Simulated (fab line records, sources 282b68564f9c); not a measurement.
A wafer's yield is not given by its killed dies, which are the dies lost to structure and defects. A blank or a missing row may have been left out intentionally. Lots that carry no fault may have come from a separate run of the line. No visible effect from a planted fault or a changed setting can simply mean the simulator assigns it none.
Comparing a struck lot with a sound one	flow rit cmos	28 steps out of a route of 202
Sound: the wafers L635.3, L635.4, L635.6. Wafers L651.3, L651.4, L651.5 were the ones struck. The cause is named last.
Each step with rows lists, per side, the tool, then ch with its chambers, then its first start. Under that, the readings that differ: sound wafers	struck wafers	difference of the means	sigmas: that difference in standard deviations of wafers without a fault.
alike: a reading whose means differ by less than 2 such deviations, as well as words and numbers matching on both sides. not compared: withheld readings; readings where some wafer has no value; bounds like >300 that might hide an equal value; numbers whose values overlap and for which the record gives no deviation.
A row with sigmas, a row that says differs or no value, or rows on one side alone: a step with any of these is where the two part. When numbers do not overlap yet have no deviation, they are printed without sigmas and do not part them. A reading that every wafer of one side lacks parts them only if that side has two wafers or more.

RIT_ACTIVE_BOW_MEAS_00:
  struck on film metro-01, day 5 14:02; sound on film metro-01, day 2 06:02
  alike: INCOMING_BOW
RIT_ACTIVE_OXIDATION_01: target thk 46.8 nm, ox time 3360 s.
  sound on furnace-02 ch 0, day 2 06:07; struck on furnace-03 ch 0, day 5 14:22
reading	sound	struck	difference	sigmas
model.SiO2_of_ACTIVE_OXIDATION_01.thk nm (nm)	47.05 46.97 46.5	51.25 51.73 51.64	+4.70	
  alike: zone power centre pct
RIT_ACTIVE_THK_MEAS_02:
  struck on film metro-03, day 5 16:19; sound on film metro-03, day 2 08:04
reading	sound	struck	difference	sigmas
ACTIVE_OXIDE_THK (nm)	47.1 47.0 46.5	51.3 51.8 51.7	+4.7	+5
then, 1 step without rows for these wafers: RIT_ACTIVE_CVD_03 (deposits Si3N4 from SiH2Cl2/NH3, target thk 150 nm, time 1500 s).
RIT_ACTIVE_THK_MEAS_04:
  struck on film metro-01, day 5 19:08; sound on film metro-04, day 2 09:37
  alike: ACTIVE_NITRIDE_THK
then, 6 steps without rows for these wafers: RIT_ACTIVE_HMDS_05 (prime time 62.34 s); RIT_ACTIVE_COAT_06 (resist thk 1000 nm); RIT_ACTIVE_SOFTBAKE_07 (time 60 s); RIT_ACTIVE_EXPOSE_08 (exposes mask M1, target cd 1400 nm); RIT_ACTIVE_PEB_09; RIT_ACTIVE_DEVELOP_10 (develop time 50 s).
RIT_ACTIVE_CD_MEAS_11: the cd target is 1400 nm.
  struck on cd sem-02, day 5 20:16; sound on cd sem-01, day 2 10:32
  alike: cd nm
then, 1 step without rows for these wafers: RIT_ACTIVE_HARDBAKE_12 (time 60 s).
RIT_ACTIVE_ETCH_13: etches Si3N4 in SF6, stops on SiO2, time 210 s, target depth 210 nm.
  sound on rie diel-03 ch 0,3, day 2 10:46; struck on rie diel-03 ch 2,3, day 5 20:32
  alike: drypump motor current A, oes product au, throttle valve pct
  not compared: rf hours counter h
RIT_ACTIVE_STRIP_14: strips in O2, time 180 s.
  sound on plasma asher-02 ch 0,1, day 2 10:58; struck on plasma asher-03 ch 0,1, day 5 20:44
  alike: drypump motor current A
  not compared: rf hours counter h
RIT_ACTIVE_CD_MEAS_90: the cd target is 1400 nm.
  struck on cd sem-01, day 5 20:53; sound on cd sem-02, day 2 11:07
  alike: cd nm
then, 4 steps without rows for these wafers: RIT_ACTIVE_CLEAN_15 (cleans in SC1, time 600 s); RIT_ACTIVE_CLEAN_16 (cleans in dHF, time 28.62 s); RIT_ACTIVE_CLEAN_17 (cleans in SC2, time 600 s); RIT_FOX1_OXIDATION_00 (target thk 350.7 nm, ox time 1130 s).
RIT_FOX1_THK_MEAS_01:
  struck on film metro-02, day 5 23:32; sound on film metro-02, day 2 12:57
  alike: FOX1_OXIDE_THK
then, 2 steps without rows for these wafers: RIT_FOX1_WET_ETCH_02 (etches SiO2 in BOE, target depth 350 nm, time 390 s); RIT_FOX2_OXIDATION_00 (target thk 350.7 nm, ox time 1130 s).
RIT_FOX2_THK_MEAS_01:
  struck on film metro-02, day 6 01:01; sound on film metro-02, day 2 14:26
  alike: FOX2_OXIDE_THK
then, 1 step without rows for these wafers: RIT_FOX2_CLEAN_02 (cleans in dHF, time 180 s).
RIT_FOX2_WET_ETCH_03: etches Si3N4 in H3PO4, target depth 195 nm, time 2700 s.
  sound on wet bench-01 ch 0, day 2 14:33; struck on wet bench-01 ch 1, day 6 01:07
reading	sound	struck	difference	sigmas
model.SiO2_of_ACTIVE_OXIDATION_01.thk nm (nm)	39.8 41.86 39.31	45.34 45.86 45.79	+5.34	
RIT_FOX2_THK_MEAS_90:
  struck on film metro-02, day 6 01:54; sound on film metro-01, day 2 15:19
  alike: FIELD_OXIDE_LEFT_1_THK
RIT_M1_PROBE_99:
  struck on prober-02, day 7 17:35; sound on prober-02, day 4 07:25
reading	sound	struck	difference	sigmas
model.etest.pldd.width nm (nm)	3175 3173 3167	3143 3136 3147	-30	
model.etest.nldd.width nm (nm)	3173 3177 3170	3158 3127 3147	-29	
model.etest.pplus sal.width nm (nm)	3431 3439 3462	3427 3398 3409	-33	
model.etest.nplus sal.width nm (nm)	3450 3435 3448	3417 3412 3416	-29	
model.etest.nmos narrow.drive ua um	222.8 224.9 223.7	215.7 209.9 216.6	-9.7	
model.etest.pmos narrow.drive ua um	102.5 101.8 101.9	93.88 91.26 95.54	-8.51	
  alike: killed_at_M0_to_M3, killed at contacts, killed at front end, killed dies, killed open, killed short

## WHERE THEY PART
RIT_ACTIVE_THK_MEAS_02 only, going by this record. Later steps at which nothing parts them and some readings are alike: RIT_ACTIVE_THK_MEAS_04, RIT_ACTIVE_CD_MEAS_11, RIT_ACTIVE_ETCH_13, RIT_ACTIVE_STRIP_14, RIT_ACTIVE_CD_MEAS_90, RIT_FOX1_THK_MEAS_01, RIT_FOX2_THK_MEAS_01, RIT_FOX2_THK_MEAS_90, RIT_M1_PROBE_99.

WHY: what had been put in by the simulator
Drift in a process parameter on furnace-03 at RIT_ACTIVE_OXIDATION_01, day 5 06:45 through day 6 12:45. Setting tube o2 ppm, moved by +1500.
